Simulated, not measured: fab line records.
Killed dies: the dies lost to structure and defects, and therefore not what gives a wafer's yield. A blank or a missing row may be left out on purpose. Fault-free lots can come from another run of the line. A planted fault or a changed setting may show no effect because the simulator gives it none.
Split-lot experiment :: flow rit cmos :: 5 lots, 23 wafers read, on a route of 202 steps

THE SPLIT ITSELF
At RIT_NWELL_IMPLANT_08, the setting energy kev was moved away from the recipe's 170 on 7 of the 23 wafers read, by -4.9% to +4.4%. This setting was run at the recipe's value on the other wafers.

Reading taken at the split's own step.

THE READING
In nm, at RIT_NWELL_IMPLANT_08: implant.drp nm, which is the simulator's own figure and was read by no gauge. No usual value for it is given in the file.

wafer: L074.1
tool, chamber at the split: implanter-01, 0
energy kev as run: 161.6
against the recipe: -4.9%
implant.drp nm, nm: 66.31
against lot-mates on the recipe: -2.51

wafer: L074.2
tool, chamber at the split: implanter-01, 0
energy kev as run: 161.6
against the recipe: -4.9%
implant.drp nm, nm: 66.31
against lot-mates on the recipe: -2.51

wafer: L074.4
tool, chamber at the split: implanter-01, 0
energy kev as run: 170
against the recipe: recipe
implant.drp nm, nm: 68.82
against lot-mates on the recipe: -

wafer: L074.5
tool, chamber at the split: implanter-01, 0
energy kev as run: 170
against the recipe: recipe
implant.drp nm, nm: 68.82
against lot-mates on the recipe: -

wafer: L074.6
tool, chamber at the split: implanter-01, 0
energy kev as run: 170
against the recipe: recipe
implant.drp nm, nm: 68.82
against lot-mates on the recipe: -

wafer: L079.1
tool, chamber at the split: implanter-03, 0
energy kev as run: 170
against the recipe: recipe
implant.drp nm, nm: 68.82
against lot-mates on the recipe: -

wafer: L079.2
tool, chamber at the split: implanter-03, 0
energy kev as run: 170
against the recipe: recipe
implant.drp nm, nm: 68.82
against lot-mates on the recipe: -

wafer: L079.4
tool, chamber at the split: implanter-03, 0
energy kev as run: 170
against the recipe: recipe
implant.drp nm, nm: 68.82
against lot-mates on the recipe: -

wafer: L079.3
tool, chamber at the split: implanter-03, 0
energy kev as run: 177.5
against the recipe: +4.4%
implant.drp nm, nm: 71.09
against lot-mates on the recipe: +2.27

wafer: L079.5
tool, chamber at the split: implanter-03, 0
energy kev as run: 177.5
against the recipe: +4.4%
implant.drp nm, nm: 71.09
against lot-mates on the recipe: +2.27

wafer: L080.1
tool, chamber at the split: implanter-01, 0
energy kev as run: 170
against the recipe: recipe
implant.drp nm, nm: 68.82
against lot-mates on the recipe: -

wafer: L080.2
tool, chamber at the split: implanter-01, 0
energy kev as run: 170
against the recipe: recipe
implant.drp nm, nm: 68.82
against lot-mates on the recipe: -

wafer: L080.3
tool, chamber at the split: implanter-01, 0
energy kev as run: 170
against the recipe: recipe
implant.drp nm, nm: 68.82
against lot-mates on the recipe: -

wafer: L080.4
tool, chamber at the split: implanter-01, 0
energy kev as run: 170
against the recipe: recipe
implant.drp nm, nm: 68.82
against lot-mates on the recipe: -

wafer: L080.5
tool, chamber at the split: implanter-01, 0
energy kev as run: 170
against the recipe: recipe
implant.drp nm, nm: 68.82
against lot-mates on the recipe: -

wafer: L084.1
tool, chamber at the split: implanter-04, 0
energy kev as run: 170
against the recipe: recipe
implant.drp nm, nm: 68.82
against lot-mates on the recipe: -

wafer: L084.5
tool, chamber at the split: implanter-04, 0
energy kev as run: 170
against the recipe: recipe
implant.drp nm, nm: 68.82
against lot-mates on the recipe: -

wafer: L084.2
tool, chamber at the split: implanter-04, 0
energy kev as run: 175.6
against the recipe: +3.3%
implant.drp nm, nm: 70.52
against lot-mates on the recipe: +1.70

wafer: L084.3
tool, chamber at the split: implanter-04, 0
energy kev as run: 175.6
against the recipe: +3.3%
implant.drp nm, nm: 70.52
against lot-mates on the recipe: +1.70

wafer: L084.4
tool, chamber at the split: implanter-04, 0
energy kev as run: 175.6
against the recipe: +3.3%
implant.drp nm, nm: 70.52
against lot-mates on the recipe: +1.70

wafer: L085.3
tool, chamber at the split: implanter-04, 0
energy kev as run: 170
against the recipe: recipe
implant.drp nm, nm: 68.82
against lot-mates on the recipe: -

wafer: L085.5
tool, chamber at the split: implanter-04, 0
energy kev as run: 170
against the recipe: recipe
implant.drp nm, nm: 68.82
against lot-mates on the recipe: -

wafer: L085.6
tool, chamber at the split: implanter-04, 0
energy kev as run: 170
against the recipe: recipe
implant.drp nm, nm: 68.82
against lot-mates on the recipe: -

THE FIT
A straight line over all 23 wafers: implant.drp nm changes by +0.512 nm for each +1% of energy kev; r = +1.00; the points scatter about the line by 0.0073 nm.
The same after taking each lot's own level away (the mean of its wafers on the recipe; 23 wafers): +0.512 nm for each +1%; r = +1.00; scatter 0.0073 nm.
Per that fit: largest energy kev move, reading shift of 2.5 nm.
The lots' own levels span 68.820 to 68.820 nm.
Consequently the slope shifts little with the lot-to-lot level, the two slopes agreeing.
Check: for one of the wafers moved furthest among these (-4.9%), held out of the fit, the line's prediction against its lot-mates is -2.53 nm. Against them it came out at -2.51 nm.

THESE WAFERS: OTHER SPLITS
Note: prior to the reading, these wafers also went through further splits. Each is held against what the fit with the lots' levels taken away leaves over:
other split on the same wafers: RIT_ACTIVE_OXIDATION_01 temp c
wafers away from the commonest value: 18
r with implant.drp nm (lot level and that fit taken away): -0.12

other split on the same wafers: RIT_ACTIVE_COAT_06 resist thk nm
wafers away from the commonest value: 8
r with implant.drp nm (lot level and that fit taken away): +0.02

other split on the same wafers: RIT_ACTIVE_DEVELOP_10 dev temp c
wafers away from the commonest value: 5
r with implant.drp nm (lot level and that fit taken away): +0.23

other split on the same wafers: RIT_FOX1_OXIDATION_00 temp c
wafers away from the commonest value: 10
r with implant.drp nm (lot level and that fit taken away): -0.24

THE WHOLE CHAIN: every reading that the file lists as answering this split, in the file's order
step: RIT_NWELL_IMPLANT_08
what it does: 
reading: implant.rp nm (the simulator's own value, which no gauge read)
change (the file's fit): +2.21 nm for each +1% of the setting
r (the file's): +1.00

step: RIT_NWELL_IMPLANT_08
what it does: 
reading: implant.drp nm (the simulator's own value, which no gauge read)
change (the file's fit): +0.513 nm for each +1% of the setting
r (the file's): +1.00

FILE'S OWN FIT
implant.drp nm changes by +0.513 nm for each +1% of energy kev, r = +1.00.
